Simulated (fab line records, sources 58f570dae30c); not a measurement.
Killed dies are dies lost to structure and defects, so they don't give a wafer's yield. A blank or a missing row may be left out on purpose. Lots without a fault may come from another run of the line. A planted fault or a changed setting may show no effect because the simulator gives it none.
Which tool did it? | flow berkeley_cmos170 | 14 lots, 42 wafers sampled, at 3 steps of a route of 331

WHAT THE GAUGES READ, wafer by wafer
UCB170_M1_CD_MEAS_09: target cd 700 nm. Usual: cd_nm 700.4 nm, standard deviation 1.3.
lot  | measured     | on        | cd_nm (nm)        | flag
L598 | day 8 06:32  | cd_sem-02 | 699.5 700.2 699.1 |
L599 | day 8 17:44  | cd_sem-01 | 702.2 702.3 703.0 |
L601 | day 9 05:30  | cd_sem-02 | 701.9 701.3 701.8 |
L602 | day 9 05:43  | cd_sem-02 | 700.0 700.2 699.7 |
L605 | day 9 22:17  | cd_sem-01 | 699.8 699.4 700.1 |
L603 | day 9 22:37  | cd_sem-02 | 699.4 699.7 699.6 |
L606 | day 9 22:04  | cd_sem-01 | 700.9 700.5 699.6 |
L608 | day 10 18:31 | cd_sem-02 | 698.9 700.4 701.4 |
L609 | day 11 09:44 | cd_sem-02 | 699.4 699.8 698.7 |
L611 | day 11 17:17 | cd_sem-02 | 699.4 700.8 700.4 |
L615 | day 12 13:03 | cd_sem-02 | 700.6 699.4 699.6 |
L618 | day 12 17:22 | cd_sem-02 | 698.0 700.3 701.1 |
L619 | day 14 08:07 | cd_sem-02 | 700.1 699.6 699.9 |
L621 | day 14 19:20 | cd_sem-01 | 701.0 702.5 701.0 |

UCB170_M1_OVL_MEAS_10. Usual: M1_OVL 2 nm, standard deviation 5.7.
lot  | measured     | on         | M1_OVL (nm) | flag
L598 | day 8 06:37  | overlay-01 | -1 1 -1     |
L599 | day 8 17:51  | overlay-01 | -3 1 6      |
L601 | day 9 05:36  | overlay-01 | 9 10 7      |
L602 | day 9 05:50  | overlay-02 | 6 10 -3     |
L605 | day 9 22:25  | overlay-01 | 4 2 1       |
L603 | day 9 22:44  | overlay-02 | -12 -7 -12  |
L606 | day 9 22:10  | overlay-01 | 12 8 15     |
L608 | day 10 18:38 | overlay-01 | -2 5 3      |
L609 | day 11 09:50 | overlay-02 | 3 -4 1      |
L611 | day 11 17:22 | overlay-02 | 6 0 8       |
L615 | day 12 13:10 | overlay-02 | -2 -3 2     |
L618 | day 12 17:29 | overlay-02 | -4 0 1      |
L619 | day 14 08:14 | overlay-02 | 9 1 3       |
L621 | day 14 19:27 | overlay-01 | -1 -3 7     |

WHICH TOOL RAN EACH LOT (tool, then ch and the chambers of the sampled wafers, then the start)
lot  | UCB170_SDANNEAL_RTA_00
L598 | rtp_anneal-01 ch 0, day 7 22:48
L599 | rtp_anneal-01 ch 0, day 8 08:52
L601 | rtp_anneal-02 ch 0, day 8 21:13
L602 | rtp_anneal-01 ch 0, day 8 21:42
L605 | rtp_anneal-02 ch 0, day 9 11:50
L603 | rtp_anneal-01 ch 0, day 9 14:28
L606 | rtp_anneal-02 ch 0, day 9 14:35
L608 | rtp_anneal-01 ch 0, day 10 09:44
L609 | rtp_anneal-01 ch 0, day 11 02:51
L611 | rtp_anneal-02 ch 0, day 11 08:58
L615 | rtp_anneal-01 ch 0, day 12 06:20
L618 | rtp_anneal-02 ch 0, day 12 08:37
L619 | rtp_anneal-02 ch 0, day 13 23:50
L621 | rtp_anneal-02 ch 0, day 14 08:26
- UCB170_SDANNEAL_RTA_00: time 10 s.

WHAT THE TOOLS THEMSELVES READ (means of the sampled wafers that have a number; where no wafer has one, the mark that the record gives instead)
UCB170_SDANNEAL_RTA_00. Usual: lamp_power_pct 25.2 %, standard deviation 1.7; wafer_temp_C_max 903.3, standard deviation 0.84.
lot  | tool          | lamp_power_pct (%) | wafer_temp_C_max | flag
L598 | rtp_anneal-01 | 27.2               | 903.7            |
L599 | rtp_anneal-01 | 27.2               | 903.9            |
L601 | rtp_anneal-02 | 23.7               | 902.9            |
L602 | rtp_anneal-01 | 27.2               | 904.4            |
L605 | rtp_anneal-02 | 23.7               | 902.7            |
L603 | rtp_anneal-01 | 27.2               | 904.6            |
L606 | rtp_anneal-02 | 23.8               | 902.6            |
L608 | rtp_anneal-01 | 27.2               | 904.3            |
L609 | rtp_anneal-01 | 27.2               | 903.0            |
L611 | rtp_anneal-02 | 23.7               | 902.9            |
L615 | rtp_anneal-01 | 27.2               | 903.6            |
L618 | rtp_anneal-02 | 23.7               | 903.6            |
L619 | rtp_anneal-02 | 23.7               | 902.5            |
L621 | rtp_anneal-02 | 23.7               | 903.0            |

THE ANSWER, worked out from the rows above alone
Rule: a lot is off if the mean of its wafers that have a number lies more than 3 standard deviations from the usual mean. A lot without any number at a reading at which 4 lots or more have one is off too. The other lots that the step has rows for count as sound. The gauges are gone through in route order, then the tools' own readings, and for those a lot's mean is taken as printed above. The first step at which some lot is off is used, and at that step the reading that is off furthest; a lot without a number counts as furthest.
No lot is off at any reading shown: from this, nothing can be told.

WHAT THE SIMULATOR HAD PUT IN
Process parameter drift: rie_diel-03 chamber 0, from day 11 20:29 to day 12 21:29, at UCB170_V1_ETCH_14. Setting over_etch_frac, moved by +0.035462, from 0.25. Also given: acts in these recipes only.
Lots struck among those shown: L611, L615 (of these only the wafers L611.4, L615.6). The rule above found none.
